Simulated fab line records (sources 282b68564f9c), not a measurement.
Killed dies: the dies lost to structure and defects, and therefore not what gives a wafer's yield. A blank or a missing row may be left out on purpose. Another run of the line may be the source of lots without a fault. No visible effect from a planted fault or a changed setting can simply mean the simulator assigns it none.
A lot that was struck, set against a sound lot	flow rit cmos	17 out of 202 route steps
Sound: wafers L423.1, L423.4, L423.5. Struck: wafers L431.3, L431.6 (left out: L431.4, a lot-mate that was not struck); the cause follows at the end.
At each step with rows: each side's tool, then ch and its chambers, then its first start. Under that, the readings that differ: sound wafers	struck wafers	difference of the means	sigmas: that difference in standard deviations of wafers without a fault.
alike: readings whose means differ by less than 2 such deviations, and words and numbers that are the same on both sides. not compared: withheld readings, readings that some wafer has no value for, bounds like >300 that may hide the same value, and numbers for which the record gives no deviation and whose values overlap.
The two part at a step that has a row with sigmas, a row that says differs or no value, or rows on one side only. When numbers do not overlap yet have no deviation, they are printed without sigmas and do not part them. A reading that every wafer of one side lacks parts them only if that side has two wafers or more.

first, 1 step without rows for these wafers: RIT_PSD_IMPLANT_08.
RIT_PSD_STRIP_09: strips in O2, time 180 s.
  sound on plasma asher-03 ch 0,1, day 4 02:03; struck on plasma asher-03 ch 1, day 5 17:42
  alike: drypump motor current A
  not compared: rf hours counter h
RIT_PSD_TW_MEAS_10:
  sound on film metro-01 at day 4 02:14; struck on film metro-02 at day 5 17:50
  alike: PSD_TW
then, 3 steps without rows for these wafers: RIT_SDANNEAL_CLEAN_00 (cleans in SC1, time 600 s); RIT_SDANNEAL_CLEAN_01 (cleans in dHF, time 30 s); RIT_SDANNEAL_CLEAN_02 (cleans in SC2, time 600 s).
RIT_SDANNEAL_RTA_03: time 5 s.
  sound on rtp anneal-02 ch 0, day 4 02:39; struck on rtp anneal-02 ch 0, day 5 18:16
  alike: wafer_temp_C_max
RIT_SDANNEAL_RS_MEAS_04: measures by four-point-probe.
  sound on film metro-01 at day 4 02:43; struck on film metro-03 at day 5 18:22
  alike: PSD_RS
RIT_SDANNEAL_RS_MEAS_05: measures by four-point-probe.
  sound on film metro-01 at day 4 02:50; struck on film metro-03 at day 5 18:29
  alike: NSD_RS
RIT_SDANNEAL_RS_MEAS_06: measures by four-point-probe.
  sound on film metro-01 at day 4 02:57; struck on film metro-03 at day 5 18:37
reading	sound	struck	difference	sigmas
PLDD_RS (ohm/sq)	177.5 177.4 177.6	179.2 179.6	+1.9	+4
RIT_SDANNEAL_RS_MEAS_07: measures by four-point-probe.
  sound on film metro-01 at day 4 03:04; struck on film metro-03 at day 5 18:44
  alike: NLDD_RS
then, 1 step without rows for these wafers: RIT_SILICIDE_WET_ETCH_00 (etches SiO2 in BOE, target depth 14 nm, time 15 s).
RIT_SILICIDE_SPUTTER_01: material Ti, target thk 30 nm, time 240 s.
  sound on pvd sputter-01 at day 4 03:13; struck on pvd sputter-01 at day 5 18:49
  alike: throttle valve pct
RIT_SILICIDE_RS_MEAS_02: measures by four-point-probe.
  sound on film metro-04 at day 4 03:22; struck on film metro-04 at day 5 19:01
reading	sound	struck	difference	sigmas
SILICIDE_TI_RS (ohm/sq)	46.3 48.4 48.5	50.4 50.4	+2.7	+3
RIT_SILICIDE_THK_MEAS_03: measures by xrf.
  sound on film metro-04 at day 4 03:29; struck on film metro-04 at day 5 19:07
reading	sound	struck	difference	sigmas
SILICIDE_TI_THK (nm)	30.7 29.7 29.8	28.7 28.8	-1.3	-3
RIT_SILICIDE_RTA_04: time 10 s, ramp up 5 s, ramp down 5 s.
  sound on rtp anneal-01 ch 0, day 4 03:32; struck on rtp anneal-02 ch 0, day 5 19:11
  alike: wafer_temp_C_max
RIT_M1_PROBE_99:
  sound on prober-02 at day 4 09:57; struck on prober-02 at day 6 08:40
reading	sound	struck	difference	sigmas
killed at contacts	0 0 0	1 0	+0	+2
  alike: killed at front end, killed dies, killed open, killed short

## WHERE THEY PART
At RIT_SDANNEAL_RS_MEAS_06 first; at RIT_M1_PROBE_99 last (within this record only).

WHY: whatever the simulator had introduced
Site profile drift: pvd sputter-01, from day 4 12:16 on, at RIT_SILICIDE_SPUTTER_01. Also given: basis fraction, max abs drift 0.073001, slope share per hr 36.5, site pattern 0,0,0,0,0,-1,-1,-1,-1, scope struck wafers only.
